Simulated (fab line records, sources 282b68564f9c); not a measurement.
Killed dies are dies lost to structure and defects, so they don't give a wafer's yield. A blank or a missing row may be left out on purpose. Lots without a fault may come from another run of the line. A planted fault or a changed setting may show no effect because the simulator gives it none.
A struck lot beside a sound one | flow rit_cmos | 45 steps out of a route of 202
Sound: wafers L417.1, L417.2, L417.5. Struck: wafers L426.1, L426.5, L426.6. The cause comes at the end.
At each step with rows: each side's tool, then ch and its chambers, then its first start. Under that, the readings that differ: sound wafers | struck wafers | difference of the means | sigmas: that difference in standard deviations of wafers without a fault.
alike: readings whose means differ by less than 2 such deviations, and words and numbers that are the same on both sides. not compared: withheld readings, readings that some wafer has no value for, bounds like >300 that may hide the same value, and numbers for which the record gives no deviation and whose values overlap.
The two part at a step that has a row with sigmas, a row that says differs or no value, or rows on one side only. Numbers that don't overlap but have no deviation are shown without sigmas and don't part them. A reading that every wafer of one side lacks parts them only if that side has two wafers or more.

first, 3 steps without rows for these wafers: RIT_REOX_CLEAN_01 (cleans in dHF, time 30 s); RIT_REOX_CLEAN_02 (cleans in SC2, time 600 s); RIT_REOX_OXIDATION_03 (target thk 25.2 nm, ox time 5580 s).
RIT_REOX_THK_MEAS_04:
  sound on film_metro-02, day 4 23:08; struck on film_metro-04, day 7 18:02
  alike: REOX_OXIDE_THK
then, 6 steps without rows for these wafers: RIT_NLDD_HMDS_00 (prime time 60 s); RIT_NLDD_COAT_01 (resist thk 1000 nm); RIT_NLDD_SOFTBAKE_02 (time 60 s); RIT_NLDD_EXPOSE_03 (exposes mask M7, target cd 40700 nm); RIT_NLDD_PEB_04; RIT_NLDD_DEVELOP_05 (develop time 50 s).
RIT_NLDD_OVL_MEAS_06:
  sound on overlay-02, day 5 00:10; struck on overlay-02, day 7 19:55
  alike: NLDD_OVL
then, 1 step without rows for these wafers: RIT_NLDD_HARDBAKE_07 (time 60 s).
RIT_NLDD_IMPLANT_08:
  sound on implanter-01 ch 0, day 5 00:21; struck on implanter-02 ch 0, day 7 20:07
RIT_NLDD_STRIP_09: strips in O2, time 180 s.
  sound on plasma_asher-02 ch 0,1, day 5 00:30; struck on plasma_asher-01 ch 0,1, day 7 20:16
  alike: drypump_motor_current_A
  not compared: rf_hours_counter_h
RIT_NLDD_TW_MEAS_10:
  sound on film_metro-02, day 5 00:40; struck on film_metro-01, day 7 20:26
  alike: NLDD_TW
then, 6 steps without rows for these wafers: RIT_PLDD_HMDS_00 (prime time 60 s); RIT_PLDD_COAT_01 (resist thk 1000 nm); RIT_PLDD_SOFTBAKE_02 (time 60 s); RIT_PLDD_EXPOSE_03 (exposes mask M8, target cd 40900 nm); RIT_PLDD_PEB_04; RIT_PLDD_DEVELOP_05 (develop time 50 s).
RIT_PLDD_OVL_MEAS_06:
  sound on overlay-02, day 5 01:35; struck on overlay-02, day 7 21:20
  alike: PLDD_OVL
then, 2 steps without rows for these wafers: RIT_PLDD_HARDBAKE_07 (time 60 s); RIT_PLDD_IMPLANT_08.
RIT_PLDD_STRIP_09: strips in O2, time 180 s.
  sound on plasma_asher-03 ch 0,1, day 5 01:55; struck on plasma_asher-02 ch 0,1, day 7 21:43
  alike: drypump_motor_current_A
  not compared: rf_hours_counter_h
RIT_PLDD_TW_MEAS_10:
  sound on film_metro-02, day 5 02:05; struck on film_metro-01, day 7 21:53
  alike: PLDD_TW
then, 4 steps without rows for these wafers: RIT_SPACER_CLEAN_00 (cleans in SC1, time 600 s); RIT_SPACER_CLEAN_01 (cleans in dHF, time 30 s); RIT_SPACER_CLEAN_02 (cleans in SC2, time 600 s); RIT_SPACER_CVD_03 (deposits Si3N4 from SiH2Cl2/NH3, target thk 250 nm, time 3300 s).
RIT_SPACER_THK_MEAS_04:
  sound on film_metro-04, day 5 04:27; struck on film_metro-04, day 8 00:14
  alike: SPACER_NITRIDE_THK
RIT_SPACER_ETCHBACK_05: etches Si3N4 in SF6/CHF3, stops on SiO2, target depth 250 nm, time 240 s.
  sound on rie_diel-04 ch 2,3, day 5 04:31; struck on rie_diel-04 ch 0,1,3, day 8 00:18
  alike: drypump_motor_current_A, oes_product_au, throttle_valve_pct
  not compared: rf_hours_counter_h
then, 6 steps without rows for these wafers: RIT_NSD_HMDS_00 (prime time 60 s); RIT_NSD_COAT_01 (resist thk 1000 nm); RIT_NSD_SOFTBAKE_02 (time 60 s); RIT_NSD_EXPOSE_03 (exposes mask M9, target cd 40700 nm); RIT_NSD_PEB_04; RIT_NSD_DEVELOP_05 (develop time 50 s).
RIT_NSD_OVL_MEAS_06:
  sound on overlay-02, day 5 05:33; struck on overlay-02, day 8 01:18
  alike: NSD_OVL
then, 2 steps without rows for these wafers: RIT_NSD_HARDBAKE_07 (time 60 s); RIT_NSD_IMPLANT_08.
RIT_NSD_STRIP_09: strips in O2, time 180 s.
  sound on plasma_asher-04 ch 0,1, day 5 05:53; struck on plasma_asher-04 ch 0,1, day 8 01:38
  alike: drypump_motor_current_A
  not compared: rf_hours_counter_h
RIT_SDANNEAL_RS_MEAS_07: measures by four-point-probe.
  sound on film_metro-02, day 5 08:27; struck on film_metro-03, day 8 05:11
  reading          | sound             | struck            | difference | sigmas
  NLDD_RS (ohm/sq) | 151.3 150.9 151.4 | 157.4 157.5 157.5 | +6.3       | +11
  not compared: hold
RIT_SILICIDE_WET_ETCH_00: etches SiO2 in BOE, target depth 14 nm, time 15 s.
  sound on wet_bench-02 ch 3, day 5 08:34; struck on wet_bench-03 ch 0, day 8 06:50
  reading | sound | struck                                                                     | difference                   | sigmas
  hold    | - - - | await_dispo/1.5h/release await_dispo/1.5h/release await_dispo/1.5h/release | no value on the sound wafers |
RIT_M1_PROBE_99:
  sound on prober-01, day 5 15:28; struck on prober-01, day 8 15:23
  alike: killed_at_M0_to_M3, killed_at_front_end, killed_dies, killed_on_rim, killed_open, killed_short

WHERE THEY PART
First at RIT_SDANNEAL_RS_MEAS_07; last, within this record, at RIT_SILICIDE_WET_ETCH_00. Later steps at which nothing parts them and some readings are alike: RIT_M1_PROBE_99.

WHY: what the simulator had put in
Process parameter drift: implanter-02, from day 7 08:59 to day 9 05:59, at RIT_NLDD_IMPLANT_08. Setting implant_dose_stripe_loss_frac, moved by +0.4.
